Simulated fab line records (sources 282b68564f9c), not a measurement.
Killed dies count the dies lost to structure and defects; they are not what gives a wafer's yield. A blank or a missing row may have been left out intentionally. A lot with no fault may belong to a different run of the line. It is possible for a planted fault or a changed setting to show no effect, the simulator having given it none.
fab line records ; flow rit_cmos
record lots=7; wafers=21; last_day=7
route steps=202 shown NSD@133 PSD@142 M1@202
lots untouched by any fault: they come from a run of this same line in which no faults occurred
start_h: hours from the record's first day to the start of the lot's first wafer shown ; wait_h: hours elapsed since this lot's preceding step ; " the same as in the row above ; L1.1+2: a row that stands for several wafers ; - no value, or no start was given ; * or withheld: withheld ; < > ~ a bound
route shown NAME@n: names a module that has steps shown in the file, with the first one's number in the route ; usual: mean and standard deviation over wafers with no fault ; same: alike in all rows ; chamber/n: place in a boat ; sites: each site's reading ; _std_site: the standard deviation of these ; _edge_site: outer sites' mean less inner sites' ; radius_mm: for every site, how far away it sits from the centre of the wafer ; mask NAME#n: copy n ; behind: tool/chamber where the wafer was last shaped ; hold: cause of the lot's hold/its duration in hours/its outcome ; device: which transistor (n, p or np) failed to switch ; end of line: tests run on the same wafers once the route is complete ; for a step that has no rows: nothing shown but its recipe ; killed: at the first sort, the dies lost to defects and structure; wafer yield is something else ; map: a wafer's dies, marking killed ones x, the rest . and places with no die _
set.NAME: the setting the step ran with; set.NAME@STEP: the setting that earlier step ran with ; model.NAME: the simulator's own value behind a step, which no gauge read
lots at some steps of the route; a table a step, a row a wafer
services: a tool's chamber out of use, with start hour (start_h, from the record's first day; less than 0 if before it), hours out, and reason
## steps
# step RIT_NSD_SOFTBAKE_02
# recipe resist=NOVOLAK; temp_c=90; time_s=60
# step RIT_NSD_EXPOSE_03
# recipe mask_id=M9; na=0.57; target_cd_nm=40700; dose_mj=250
# step RIT_NSD_PEB_04
# recipe resist=NOVOLAK; temp_c=withheld; time_s=withheld
# step RIT_NSD_DEVELOP_05
# recipe resist=NOVOLAK; develop_time_s=50; dev_temp_c=23
# step RIT_NSD_OVL_MEAS_06
# usual NSD_OVL=-1.3/1.5
lot.wafer;tool;chamber;start_h;wait_h;NSD_OVL[nm]
L885.4;overlay-02;-;74.18;-;-2.7
L885.5;overlay-02;-;74.18;-;-3.1
L885.6;overlay-02;-;74.18;-;-2.2
L886.2;overlay-01;-;83.28;-;-0.5
L886.3;overlay-01;-;83.28;-;-2.9
L886.6;overlay-01;-;83.28;-;-2.9
L888.4;overlay-01;-;89.28;-;-0.6
L888.5;overlay-01;-;89.28;-;-1.6
L888.6;overlay-01;-;89.28;-;-0.6
L889.1;overlay-01;-;92.73;-;-2.9
L889.3;overlay-01;-;92.73;-;-2.9
L889.4;overlay-01;-;92.73;-;-2.5
L891.3;overlay-01;-;103.92;-;-5.1
L891.4;overlay-01;-;103.92;-;-3.3
L891.5;overlay-01;-;103.92;-;-3.1
L893.3;overlay-02;-;117.04;-;-0.5
L893.5;overlay-02;-;117.04;-;0.2
L893.6;overlay-02;-;117.04;-;-0.9
L902.2;overlay-02;-;162.26;-;-0.7
L902.4;overlay-02;-;162.26;-;-1.3
L902.5;overlay-02;-;162.26;-;-2.2
# step RIT_NSD_HARDBAKE_07
# recipe resist=NOVOLAK; temp_c=140; time_s=60
# step RIT_NSD_IMPLANT_08
# recipe species=P; energy_kev=25; dose_cm2=9.866e+14; tilt_deg=7
# step RIT_NSD_STRIP_09
# recipe chemistry=O2; time_s=180; resist=NOVOLAK; platen_temp_c=withheld; power_w=500; pressure_mtorr=4000; o2_flow_sccm=4000
# usual drypump_motor_current_A=5.5/0.47
lot.wafer;tool;chamber;start_h;wait_h;drypump_motor_current_A;rf_hours_counter_h
L885.4;plasma_asher-03;0;74.56;0.1;5.9;-
L885.5;plasma_asher-03;1;74.56;0.1;6.2;-
L885.6;plasma_asher-03;0;74.56;0.1;5.9;-
L886.2;plasma_asher-02;1;83.61;0.1;4.9;43
L886.3;plasma_asher-02;0;83.61;0.1;5.9;-
L886.6;plasma_asher-02;0;83.61;0.1;5.9;-
L888.4;plasma_asher-01;0;89.65;0.1;5.1;-
L888.5;plasma_asher-01;0;89.65;0.1;5.1;-
L888.6;plasma_asher-01;1;89.65;0.1;5.3;-
L889.1;plasma_asher-01;0;93.06;0.1;5.1;45
L889.3;plasma_asher-01;0;93.06;0.1;5.1;-
L889.4;plasma_asher-01;1;93.06;0.1;5.3;-
L891.3;plasma_asher-01;0;104.30;0.1;5.1;-
L891.4;plasma_asher-01;1;104.30;0.1;5.3;-
L891.5;plasma_asher-01;0;104.30;0.1;5.1;-
L893.3;plasma_asher-01;0;117.42;0.1;5.1;-
L893.5;plasma_asher-01;0;117.42;0.1;5.1;-
L893.6;plasma_asher-01;1;117.42;0.1;5.3;-
L902.2;plasma_asher-03;1;162.59;0.1;6.2;38
L902.4;plasma_asher-03;1;162.59;0.1;6.2;-
L902.5;plasma_asher-03;1;162.59;0.1;6.2;-
# step RIT_NSD_TW_MEAS_10
# usual NSD_TW=3141/39
lot.wafer;tool;chamber;start_h;wait_h;NSD_TW
L885.4;film_metro-01;-;74.71;0.1;3147
L885.5;film_metro-01;-;74.71;0.1;3144
L885.6;film_metro-01;-;74.71;0.1;3146
L886.2;film_metro-01;-;83.79;0.1;3126
L886.3;film_metro-01;-;83.79;0.1;3135
L886.6;film_metro-01;-;83.79;0.1;3139
L888.4;film_metro-01;-;89.80;0.1;3147
L888.5;film_metro-01;-;89.80;0.1;3144
L888.6;film_metro-01;-;89.80;0.1;3132
L889.1;film_metro-01;-;93.24;0.1;3142
L889.3;film_metro-01;-;93.24;0.1;3156
L889.4;film_metro-01;-;93.24;0.1;3136
L891.3;film_metro-04;-;104.43;0.1;3177
L891.4;film_metro-04;-;104.43;0.1;3177
L891.5;film_metro-04;-;104.43;0.1;3189
L893.3;film_metro-02;-;117.56;0.1;3087
L893.5;film_metro-02;-;117.56;0.1;3092
L893.6;film_metro-02;-;117.56;0.1;3091
L902.2;film_metro-02;-;162.78;0.1;3099
L902.4;film_metro-02;-;162.78;0.1;3086
L902.5;film_metro-02;-;162.78;0.1;3103
# step RIT_PSD_HMDS_00
# recipe prime_time_s=60; prime_temp_c=140
# step RIT_PSD_COAT_01
# recipe resist=NOVOLAK; spin_rpm=3250; resist_thk_nm=1000
# step RIT_PSD_SOFTBAKE_02
# recipe resist=NOVOLAK; temp_c=90; time_s=60
# step RIT_PSD_EXPOSE_03
# recipe mask_id=M10; na=0.57; target_cd_nm=40900; dose_mj=250
lot.wafer;tool;chamber;start_h;wait_h;mask;model.PSD.overlay_x_nm
L885.4+5+6;iline_stepper-02;0;75.25;0.1;M10#0;0.6421
L886.2+3+6;iline_stepper-01;0;84.46;0.2;M10#0;0.08107
L888.4+5+6;iline_stepper-02;0;90.46;0.2;M10#0;8713
L889.1+3+4;iline_stepper-02;0;93.75;0.1;M10#0;8714
L891.3+4+5;iline_stepper-01;0;104.96;0.1;M10#0;0.4911
L893.3+5+6;iline_stepper-02;0;118.21;0.2;M10#0;8713
L902.2+4+5;iline_stepper-01;0;163.29;0.1;M10#0;-0.7542
# step RIT_PSD_PEB_04
# recipe resist=NOVOLAK; temp_c=withheld; time_s=withheld
# step RIT_PSD_DEVELOP_05
# recipe resist=NOVOLAK; develop_time_s=50; dev_temp_c=23
# step RIT_PSD_OVL_MEAS_06
# usual PSD_OVL=-1.8/1.3
lot.wafer;tool;chamber;start_h;wait_h;hold;PSD_OVL[nm]
L885.4;overlay-02;-;75.61;-;-;0.8
L885.5;overlay-02;-;75.61;-;-;-2.6
L885.6;overlay-02;-;75.61;-;-;-0.9
L886.2;overlay-01;-;84.84;-;-;-1.3
L886.3;overlay-01;-;84.84;-;-;-1.2
L886.6;overlay-01;-;84.84;-;-;-0.6
L888.4;overlay-02;-;90.93;-;await_dispo/0.2h/release;-
L888.5;overlay-02;-;90.93;-;await_dispo/0.2h/release;-
L888.6;overlay-02;-;90.93;-;await_dispo/0.2h/release;-
L888.4;overlay-02;-;91.13;0.2;-;-
L888.5;overlay-02;-;91.13;0.2;-;-
L888.6;overlay-02;-;91.13;0.2;-;-
L889.1;overlay-01;-;94.15;-;await_dispo/0.2h/release;-
L889.3;overlay-01;-;94.15;-;await_dispo/0.2h/release;-
L889.4;overlay-01;-;94.15;-;await_dispo/0.2h/release;-
L889.1;overlay-01;-;94.35;0.2;-;-
L889.3;overlay-01;-;94.35;0.2;-;-
L889.4;overlay-01;-;94.35;0.2;-;-
L891.3;overlay-02;-;105.34;-;-;0.5
L891.4;overlay-02;-;105.34;-;-;-1.9
L891.5;overlay-02;-;105.34;-;-;-1.2
L893.3;overlay-02;-;118.59;-;await_dispo/0.2h/release;-
L893.5;overlay-02;-;118.59;-;await_dispo/0.2h/release;-
L893.6;overlay-02;-;118.59;-;await_dispo/0.2h/release;-
L893.3;overlay-02;-;118.79;0.2;-;-
L893.5;overlay-02;-;118.79;0.2;-;-
L893.6;overlay-02;-;118.79;0.2;-;-
L902.2;overlay-01;-;163.68;-;-;-4.1
L902.4;overlay-01;-;163.68;-;-;-2.3
L902.5;overlay-01;-;163.68;-;-;-1.7
# step RIT_M1_PROBE_99
# usual defect_limited_yield=97.2/1.2; killed_at_contacts=0.1/0.31; killed_at_front_end=7/3.2; killed_dies=7/3.2; killed_open=3.6/1.9; killed_short=3.6/2; sort_bin_3_pad_short=0.1/0.22; sort_bin_5_function=1.6/0.93; sort_bin_6_memory=1.0/0.66; sort_n_pass=257/3.2; sort_yield_pct=97.2/1.2
# same gross_dies=264; killed_at_M0_to_M3=0; killed_at_M4_up=0; killed_at_back_side=0; killed_at_other=0
lot.wafer;tool;chamber;start_h;wait_h;defect_limited_yield[%];killed_at_contacts;killed_at_front_end;killed_dies;killed_open;killed_short;sort_bin_3_pad_short[%];sort_bin_5_function[%];sort_bin_6_memory[%];sort_n_pass;sort_yield_pct[%]
L885.4;prober-01;-;84.23;0.2;98.5;0;4;4;2;2;0.4;0.8;0.4;260;98.5
L885.5;prober-01;-;84.28;0.2;97.7;0;6;6;3;3;0;1.5;0.8;258;97.7
L885.6;prober-01;-;84.33;0.2;99.6;0;1;1;1;0;0;0.4;0;263;99.6
L886.2;prober-02;-;93.34;0.1;97.7;0;6;6;4;2;0;2.3;0;258;97.7
L886.3;prober-02;-;93.39;0.2;97.7;1;5;6;3;3;0;1.1;1.1;258;97.7
L886.6;prober-02;-;93.54;0.2;98.1;0;5;5;1;4;0;1.1;0.8;259;98.1
L891.3;prober-02;-;113.78;0.2;97.3;0;7;7;5;2;0.4;1.5;0.8;257;97.3
L891.4;prober-02;-;113.83;0.2;97.3;1;6;7;2;5;0;0.8;1.9;257;97.3
L891.5;prober-02;-;113.88;0.2;97.7;0;6;6;2;4;0;1.5;0.8;258;97.7
L902.2;prober-02;-;172.13;0.1;97.3;0;7;7;2;5;0.4;1.1;1.1;257;97.3
L902.4;prober-02;-;172.23;0.2;98.1;0;5;5;3;2;0.4;1.5;0;259;98.1
L902.5;prober-02;-;172.28;0.2;97.0;0;8;8;3;5;0;1.9;1.1;256;97.0
# killed by level:class
L885.4 FOX1:geometric_particle:open=1 GATE:geometric_particle:open=1 GATE:geometric_particle:short=1 SPACER:geometric_particle:short=1
L885.5 GATE:geometric_particle:open=3 GATE:geometric_particle:short=2 REOX:geometric_particle:short=1
L885.6 GATE:geometric_particle:open=1
L886.2 GATE:geometric_particle:open=2 GATE:geometric_particle:short=1 REOX:geometric_particle:open=1 SILICIDE:geometric_particle:short=1 SILICIDE:geometric_particle:open=1
L886.3 REOX:geometric_particle:short=2 FOX2:geometric_particle:open=1 GATE:geometric_particle:open=1 REOX:geometric_particle:open=1 CONTACT:geometric_particle:short=1
L886.6 GATE:geometric_particle:short=2 FOX1:geometric_particle:open=1 FOX2:geometric_particle:short=1 REOX:geometric_particle:short=1
L891.3 GATE:geometric_particle:short=2 REOX:geometric_particle:open=2 FOX1:geometric_particle:open=1 GATE:geometric_particle:open=1 SPACER:geometric_particle:open=1
L891.4 SPACER:geometric_particle:short=3 GATE:geometric_particle:short=1 GATE:geometric_particle:open=1 REOX:geometric_particle:short=1 CONTACT:geometric_particle:open=1
L891.5 GATE:geometric_particle:short=3 FOX1:geometric_particle:open=1 SPACER:geometric_particle:open=1 SILICIDE:geometric_particle:short=1
L902.2 REOX:geometric_particle:short=2 REOX:geometric_particle:open=2 SILICIDE:geometric_particle:short=2 FOX2:geometric_particle:short=1
L902.4 FOX1:geometric_particle:open=1 GATE:geometric_particle:short=1 REOX:geometric_particle:short=1 REOX:geometric_particle:open=1 SILICIDE:geometric_particle:open=1
L902.5 SILICIDE:geometric_particle:short=2 FOX1:geometric_particle:open=1 FOX2:geometric_particle:short=1 GATE:geometric_particle:short=1 GATE:geometric_particle:open=1 SPACER:geometric_particle:open=1 SPACER:geometric_particle:short=1
## services
tool;chamber;start_h;hours;kind
plasma_asher-01;-;71.10;1.1;repair
iline_stepper-01;0;138.01;-;calibration
## key
first_sign step=RIT_PSD_OVL_MEAS_06; reading=visit; direction=added
effect step=RIT_PSD_OVL_MEAS_06; reading=hold; direction=added
model_effect step=RIT_PSD_EXPOSE_03; value=PSD.overlay_x_nm; without=-0.1037; struck=8713
met_at RIT_PSD_EXPOSE_03
struck_wafers L888.4,L888.5,L888.6,L889.1,L889.3,L889.4,L893.3,L893.5,L893.6
scrapped_behind RIT_PSD_OVL_MEAS_06 L888.4,L888.5,L888.6,L889.1,L889.3,L889.4,L893.3,L893.5,L893.6
onset_between 75.25 90.46
fault kind=scanner_matching_overlay; tool=iline_stepper-02; chamber=-; onset_h=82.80; steps=RIT_PSD_EXPOSE_03; offset=8713.5
